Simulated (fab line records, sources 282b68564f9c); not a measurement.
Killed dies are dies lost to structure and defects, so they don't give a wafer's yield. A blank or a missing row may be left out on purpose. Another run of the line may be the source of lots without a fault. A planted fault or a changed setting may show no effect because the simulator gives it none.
One fault seen from 2 desks + flow rit_cmos + every desk sees just its own numbers, and what lay behind them comes last

== DESK OF THE TOOL OWNER: litho_track-02 ==
The tool's own readings at RIT_PLDD_COAT_01 (resist thk 1000 nm): means of the sampled wafers that have a number, for each lot that ran on this tool. Any lot whose mean is over 4 standard deviations away from the usual mean is out of limits and marked OUT; that distance is given in the brackets.
Columns: A = spin_speed_rpm at RIT_PLDD_COAT_01, usual 3250.6 rpm
| lot  | first seen here | A                |
|------|-----------------|------------------|
| L756 | day 2 20:33     | 3251.7           |
| L762 | day 4 02:19     | 3447.9 (+94) OUT |
| L763 | day 4 07:28     | 3446.3 (+93) OUT |
| L767 | day 5 02:46     | 3449.8 (+95) OUT |
This desk finds L762, L763, L767 out of limits, L762 being first, at day 4 02:19 (spin_speed_rpm at RIT_PLDD_COAT_01). L756 stayed within limits.

== FROM THE METROLOGY DESK ==
What the gauges read for every lot (on any tool): the sampled wafers with a number, averaged. Any lot whose mean is over 4 standard deviations away from the usual mean is out of limits and marked OUT; that distance is given in the brackets.
Columns: A = NLDD_OVL at RIT_NLDD_OVL_MEAS_06, usual -0.7 nm; B = NLDD_TW at RIT_NLDD_TW_MEAS_10, usual 2468; C = PLDD_OVL at RIT_PLDD_OVL_MEAS_06, usual 0.0 nm
| lot  | first seen here | A    | B    | C    |
|------|-----------------|------|------|------|
| L756 | day 2 19:47     | -3.2 | 2512 | 0.4  |
| L759 | day 3 09:55     | -1.9 | 2460 | 1.8  |
| L761 | day 3 19:03     | 0.2  | 2446 | 1.3  |
| L762 | day 4 01:34     | -0.9 | 2422 | -1.1 |
| L763 | day 4 06:45     | -0.3 | 2502 | -0.0 |
| L767 | day 5 02:02     | -1.0 | 2460 | 1.2  |
| L773 | day 6 07:16     | 0.4  | 2485 | -0.8 |
This desk's finding: nothing out of limits on any of the 7 lots.

== PUT TOGETHER ==
The tool owner's desk had the chance to raise an alarm at day 4 02:19 on L762, L763, L767.
At the metrology desk, nothing out of limits was observed.
The metrology desk holds a record of L762, L763, L767, inside its limits.
Of the lots named, all ran RIT_PLDD_COAT_01 on litho_track-02.

== WHAT THE SIMULATOR HAD PUT IN ==
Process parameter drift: litho_track-02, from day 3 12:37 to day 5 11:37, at RIT_PLDD_COAT_01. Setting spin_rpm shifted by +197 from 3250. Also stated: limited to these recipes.
Shown lots that were struck: L762, L763, L767.
How many hours passed from the start of the fault until each desk's first out-of-limits reading: the tool owner's desk, 14.
